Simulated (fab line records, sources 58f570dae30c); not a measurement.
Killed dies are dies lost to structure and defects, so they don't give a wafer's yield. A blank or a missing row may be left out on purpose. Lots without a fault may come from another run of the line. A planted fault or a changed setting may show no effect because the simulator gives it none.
Which tool did it? | flow berkeley_cmos170 | 14 lots, 42 wafers sampled, at 5 steps of a route of 331

WHAT THE GAUGES READ, wafer by wafer
UCB170_START_THK_MEAS_03. Usual: START_OXIDE_THK 20.0 nm, standard deviation 0.44.
lot  | measured    | on            | START_OXIDE_THK (nm) | flag
L146 | day 1 21:05 | film_metro-01 | 20.1 20.4 20.3       |
L147 | day 2 02:09 | film_metro-03 | 20.5 20.6 20.7       |
L148 | day 2 06:58 | film_metro-03 | 19.7 19.5 19.5       |
L149 | day 2 11:25 | film_metro-02 | 20.4 20.0 20.3       |
L150 | day 2 16:51 | film_metro-02 | 20.2 20.4 20.1       |
L151 | day 2 22:21 | film_metro-02 | 20.0 20.1 19.7       |
L152 | day 3 02:31 | film_metro-02 | 19.0 19.2 19.3       |
L154 | day 3 13:32 | film_metro-01 | 19.9 19.9 19.8       |
L155 | day 3 19:26 | film_metro-03 | 20.2 19.7 20.3       |
L156 | day 3 19:25 | film_metro-02 | 19.6 19.5 19.6       |
L157 | day 4 12:04 | film_metro-02 | 30.9 30.9 30.2       | OFF
L160 | day 4 23:02 | film_metro-03 | 31.0 30.9 30.7       | OFF
L166 | day 6 02:22 | film_metro-02 | 19.8 19.9 20.0       |
L167 | day 6 02:25 | film_metro-03 | 19.8 19.9 19.8       |

UCB170_PWELL_THK_MEAS_03. Usual: PWELL_OXIDE_THK 26.7 nm, standard deviation 0.73.
lot  | measured    | on            | PWELL_OXIDE_THK (nm) | flag
L146 | day 3 04:40 | film_metro-01 | 25.5 25.9 26.1       |
L147 | day 3 16:33 | film_metro-04 | 25.0 25.6 25.1       |
L148 | day 3 16:33 | film_metro-03 | 25.3 25.3 25.6       |
L149 | day 3 16:33 | film_metro-01 | 25.9 25.5 25.5       |
L150 | day 4 02:44 | film_metro-03 | 26.2 26.1 26.3       |
L151 | day 4 02:44 | film_metro-04 | 26.7 27.2 26.6       |
L152 | day 4 19:19 | film_metro-04 | 27.2 26.5 26.9       |
L154 | day 5 01:50 | film_metro-01 | 26.6 26.2 26.5       |
L155 | day 5 14:46 | film_metro-04 | 27.2 27.8 27.1       |
L156 | day 5 14:49 | film_metro-01 | 27.0 27.1 26.9       |
L157 | day 5 14:44 | film_metro-01 | 26.3 26.9 26.5       |
L160 | day 6 09:19 | film_metro-03 | 27.3 27.1 27.6       |
L166 | day 7 03:58 | film_metro-01 | 26.8 26.6 26.6       |
L167 | day 7 13:25 | film_metro-01 | 26.9 27.3 27.0       |

UCB170_PWELL_THK_MEAS_06. Usual: PWELL_NITRIDE_THK 220.8 nm, standard deviation 1.9.
lot  | measured    | on            | PWELL_NITRIDE_THK (nm) | flag
L146 | day 3 13:25 | film_metro-04 | 220.4 220.1 218.4      |
L147 | day 4 02:21 | film_metro-01 | 219.9 218.8 219.7      |
L148 | day 4 02:21 | film_metro-03 | 221.2 218.8 221.2      |
L149 | day 4 02:21 | film_metro-04 | 218.3 218.5 218.1      |
L150 | day 4 11:05 | film_metro-04 | 219.7 221.5 222.7      |
L151 | day 4 11:09 | film_metro-04 | 220.8 221.9 221.2      |
L152 | day 5 08:18 | film_metro-01 | 221.3 220.8 220.9      |
L154 | day 5 08:18 | film_metro-04 | 223.1 223.9 223.8      |
L155 | day 5 21:01 | film_metro-03 | 222.1 223.2 220.1      |
L156 | day 5 20:56 | film_metro-04 | 222.1 221.5 221.7      |
L157 | day 5 20:55 | film_metro-03 | 221.9 218.4 219.1      |
L160 | day 6 20:49 | film_metro-04 | 220.3 219.3 220.0      |
L166 | day 7 13:19 | film_metro-03 | 220.6 220.1 221.5      |
L167 | day 7 17:50 | film_metro-01 | 220.2 220.0 221.4      |

UCB170_ACTIVE_OVL_MEAS_14. Usual: ACTIVE_OVL -2 nm, standard deviation 5.3.
lot  | measured    | on         | ACTIVE_OVL (nm) | flag
L146 | day 4 23:49 | overlay-02 | -16 -9 -11      |
L147 | day 5 16:04 | overlay-02 | -4 0 -4         |
L148 | day 5 15:43 | overlay-02 | 1 2 -4          |
L149 | day 5 15:36 | overlay-02 | 2 -1 1          |
L150 | day 5 22:35 | overlay-01 | -5 7 -2         |
L151 | day 5 22:52 | overlay-01 | 4 2 2           |
L152 | day 6 19:14 | overlay-01 | -1 -3 -2        |
L154 | day 6 19:50 | overlay-01 | -7 -13 -5       |
L155 | day 7 14:44 | overlay-02 | -4 -11 3        |
L156 | day 7 15:06 | overlay-02 | 4 5 4           |
L157 | day 7 14:26 | overlay-02 | -9 -9 -8        |
L160 | day 8 07:37 | overlay-01 | -1 -2 3         |
L166 | day 8 23:59 | overlay-01 | 4 3 3           |
L167 | day 9 04:14 | overlay-01 | 2 3 11          |

WHICH TOOL RAN EACH LOT (tool, then ch and the chambers of the sampled wafers, then the start)
lot  | UCB170_START_OXIDATION_02
L146 | furnace-04 ch 0, day 1 19:35
L147 | furnace-01 ch 0, day 2 00:39
L148 | furnace-02 ch 0, day 2 05:28
L149 | furnace-04 ch 0, day 2 09:55
L150 | furnace-04 ch 0, day 2 15:21
L151 | furnace-04 ch 0, day 2 20:51
L152 | furnace-02 ch 0, day 3 01:00
L154 | furnace-02 ch 0, day 3 12:02
L155 | furnace-02 ch 0, day 3 17:54
L156 | furnace-02 ch 0, day 3 17:54
L157 | furnace-02 ch 0, day 4 04:45
L160 | furnace-02 ch 0, day 4 18:01 and furnace-04 ch 0, day 4 21:32
L166 | furnace-02 ch 0, day 6 00:52
L167 | furnace-02 ch 0, day 6 00:52
- UCB170_START_OXIDATION_02: target thk 20 nm, ox time 1800 s.

WHAT THE TOOLS THEMSELVES READ (means of the sampled wafers that have a number; where no wafer has one, the mark that the record gives instead)
UCB170_START_OXIDATION_02. Usual: zone_power_centre_pct 48.1 %, standard deviation 1.4.
lot  | tool                  | zone_power_centre_pct (%) | flag
L146 | furnace-04            | 46.3                      |
L147 | furnace-01            | 48.0                      |
L148 | furnace-02            | 48.7                      |
L149 | furnace-04            | 45.8                      |
L150 | furnace-04            | 46.1                      |
L151 | furnace-04            | 46.5                      |
L152 | furnace-02            | 48.5                      |
L154 | furnace-02            | 49.1                      |
L155 | furnace-02            | 49.5                      |
L156 | furnace-02            | 48.9                      |
L157 | furnace-02            | 49.1                      |
L160 | furnace-02/furnace-04 | 47.5                      |
L166 | furnace-02            | 48.8                      |
L167 | furnace-02            | 49.1                      |

THE ANSWER, worked out from the rows above alone
Rule: a lot is off if the mean of its wafers that have a number lies more than 3 standard deviations from the usual mean. A lot without any number at a reading at which 4 lots or more have one is off too. The other lots that the step has rows for count as sound. The gauges are gone through in route order, then the tools' own readings, and for those a lot's mean is taken as printed above. The first step at which some lot is off is used, and at that step the reading that is off furthest; a lot without a number counts as furthest.
Off: L157, L160, at UCB170_START_THK_MEAS_03 (START_OXIDE_THK).
A tool fits if, at a process step before that reading, it ran every lot that is off, and no sound lot after the first of them. The gauges at UCB170_START_THK_MEAS_03 are tried like those tools. None of those tried fits.

WHAT THE SIMULATOR HAD PUT IN
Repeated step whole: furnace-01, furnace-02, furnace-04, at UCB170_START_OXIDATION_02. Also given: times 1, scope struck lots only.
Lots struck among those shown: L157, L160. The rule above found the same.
